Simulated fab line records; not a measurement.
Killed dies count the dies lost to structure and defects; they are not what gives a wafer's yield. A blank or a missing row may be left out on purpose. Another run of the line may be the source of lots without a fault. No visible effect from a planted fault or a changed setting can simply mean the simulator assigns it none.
Lot-split experiment / flow berkeley-cmos170 / 23 wafers read across 5 lots, on a route 331 steps long

## THE SPLIT ITSELF
At UCB170_PWELL_CVD_05 (deposits Si3N4 from SiH2Cl2/NH3, target thk 220 nm, time 3300 s), the setting pressure-mtorr was moved away from the recipe's 200 mTorr on 15 of the 23 wafers read, by -12.7% to -5.7%. All remaining wafers had this setting at the recipe value.

The split's own step is where the reading is taken.

## THE READING
Si3N4_of_PWELL_CVD_05.thk-nm (the simulator's own value, which no gauge read), in nm, at UCB170_PWELL_CVD_05 (deposits Si3N4 from SiH2Cl2/NH3, target thk 220 nm, time 3300 s). No usual value for it is given in the file. Average 218.8 nm, standard deviation 0.63 nm, over the 8 wafers here run with the recipe.

wafer=L075.1; tool, chamber at the split=-, -; pressure-mtorr as run, mTorr=200; against the recipe=recipe; Si3N4_of_PWELL_CVD_05.thk-nm, nm=218; against lot-mates on the recipe=-
wafer=L075.2; tool, chamber at the split=-, -; pressure-mtorr as run, mTorr=200; against the recipe=recipe; Si3N4_of_PWELL_CVD_05.thk-nm, nm=219; against lot-mates on the recipe=-
wafer=L075.3; tool, chamber at the split=-, -; pressure-mtorr as run, mTorr=200; against the recipe=recipe; Si3N4_of_PWELL_CVD_05.thk-nm, nm=219.1; against lot-mates on the recipe=-
wafer=L075.5; tool, chamber at the split=-, -; pressure-mtorr as run, mTorr=200; against the recipe=recipe; Si3N4_of_PWELL_CVD_05.thk-nm, nm=220.1; against lot-mates on the recipe=-
wafer=L075.6; tool, chamber at the split=-, -; pressure-mtorr as run, mTorr=200; against the recipe=recipe; Si3N4_of_PWELL_CVD_05.thk-nm, nm=218.8; against lot-mates on the recipe=-
wafer=L077.1; tool, chamber at the split=-, -; pressure-mtorr as run, mTorr=174.6; against the recipe=-12.7%; Si3N4_of_PWELL_CVD_05.thk-nm, nm=212.4; against lot-mates on the recipe=no lot-mate on the recipe
wafer=L077.2; tool, chamber at the split=-, -; pressure-mtorr as run, mTorr=174.6; against the recipe=-12.7%; Si3N4_of_PWELL_CVD_05.thk-nm, nm=210.8; against lot-mates on the recipe=no lot-mate on the recipe
wafer=L077.3; tool, chamber at the split=-, -; pressure-mtorr as run, mTorr=174.6; against the recipe=-12.7%; Si3N4_of_PWELL_CVD_05.thk-nm, nm=208.8; against lot-mates on the recipe=no lot-mate on the recipe
wafer=L077.4; tool, chamber at the split=-, -; pressure-mtorr as run, mTorr=174.6; against the recipe=-12.7%; Si3N4_of_PWELL_CVD_05.thk-nm, nm=210.1; against lot-mates on the recipe=no lot-mate on the recipe
wafer=L077.6; tool, chamber at the split=-, -; pressure-mtorr as run, mTorr=174.6; against the recipe=-12.7%; Si3N4_of_PWELL_CVD_05.thk-nm, nm=212.2; against lot-mates on the recipe=no lot-mate on the recipe
wafer=L079.1; tool, chamber at the split=lpcvd-01, 0; pressure-mtorr as run, mTorr=200; against the recipe=recipe; Si3N4_of_PWELL_CVD_05.thk-nm, nm=218; against lot-mates on the recipe=-
wafer=L079.2; tool, chamber at the split=lpcvd-01, 0; pressure-mtorr as run, mTorr=200; against the recipe=recipe; Si3N4_of_PWELL_CVD_05.thk-nm, nm=218.7; against lot-mates on the recipe=-
wafer=L079.5; tool, chamber at the split=lpcvd-01, 0; pressure-mtorr as run, mTorr=200; against the recipe=recipe; Si3N4_of_PWELL_CVD_05.thk-nm, nm=219.1; against lot-mates on the recipe=-
wafer=L084.1; tool, chamber at the split=-, -; pressure-mtorr as run, mTorr=182.5; against the recipe=-8.8%; Si3N4_of_PWELL_CVD_05.thk-nm, nm=213; against lot-mates on the recipe=no lot-mate on the recipe
wafer=L084.2; tool, chamber at the split=-, -; pressure-mtorr as run, mTorr=182.5; against the recipe=-8.8%; Si3N4_of_PWELL_CVD_05.thk-nm, nm=212.8; against lot-mates on the recipe=no lot-mate on the recipe
wafer=L084.6; tool, chamber at the split=-, -; pressure-mtorr as run, mTorr=182.5; against the recipe=-8.8%; Si3N4_of_PWELL_CVD_05.thk-nm, nm=212.8; against lot-mates on the recipe=no lot-mate on the recipe
wafer=L084.3; tool, chamber at the split=-, -; pressure-mtorr as run, mTorr=182.5; against the recipe=-8.8%; Si3N4_of_PWELL_CVD_05.thk-nm, nm=214; against lot-mates on the recipe=no lot-mate on the recipe
wafer=L084.5; tool, chamber at the split=-, -; pressure-mtorr as run, mTorr=182.5; against the recipe=-8.8%; Si3N4_of_PWELL_CVD_05.thk-nm, nm=213.8; against lot-mates on the recipe=no lot-mate on the recipe
wafer=L085.1; tool, chamber at the split=-, -; pressure-mtorr as run, mTorr=188.6; against the recipe=-5.7%; Si3N4_of_PWELL_CVD_05.thk-nm, nm=219.3; against lot-mates on the recipe=no lot-mate on the recipe
wafer=L085.2; tool, chamber at the split=-, -; pressure-mtorr as run, mTorr=188.6; against the recipe=-5.7%; Si3N4_of_PWELL_CVD_05.thk-nm, nm=218.4; against lot-mates on the recipe=no lot-mate on the recipe
wafer=L085.3; tool, chamber at the split=-, -; pressure-mtorr as run, mTorr=188.6; against the recipe=-5.7%; Si3N4_of_PWELL_CVD_05.thk-nm, nm=217.6; against lot-mates on the recipe=no lot-mate on the recipe
wafer=L085.4; tool, chamber at the split=-, -; pressure-mtorr as run, mTorr=188.6; against the recipe=-5.7%; Si3N4_of_PWELL_CVD_05.thk-nm, nm=219; against lot-mates on the recipe=no lot-mate on the recipe
wafer=L085.6; tool, chamber at the split=-, -; pressure-mtorr as run, mTorr=188.6; against the recipe=-5.7%; Si3N4_of_PWELL_CVD_05.thk-nm, nm=216.7; against lot-mates on the recipe=no lot-mate on the recipe

THE FIT
A straight line over all 23 wafers: Si3N4_of_PWELL_CVD_05.thk-nm changes by +0.636 nm for each +1% of pressure-mtorr; r = +0.90; the points scatter about the line by 1.6 nm.
Too few moved wafers with a lot-mate on the recipe to fit a line net of each lot's own level.

## THE FILE'S OWN FIT
Si3N4_of_PWELL_CVD_05.thk-nm changes by +0.638 nm for each +1% of pressure-mtorr, r = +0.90.
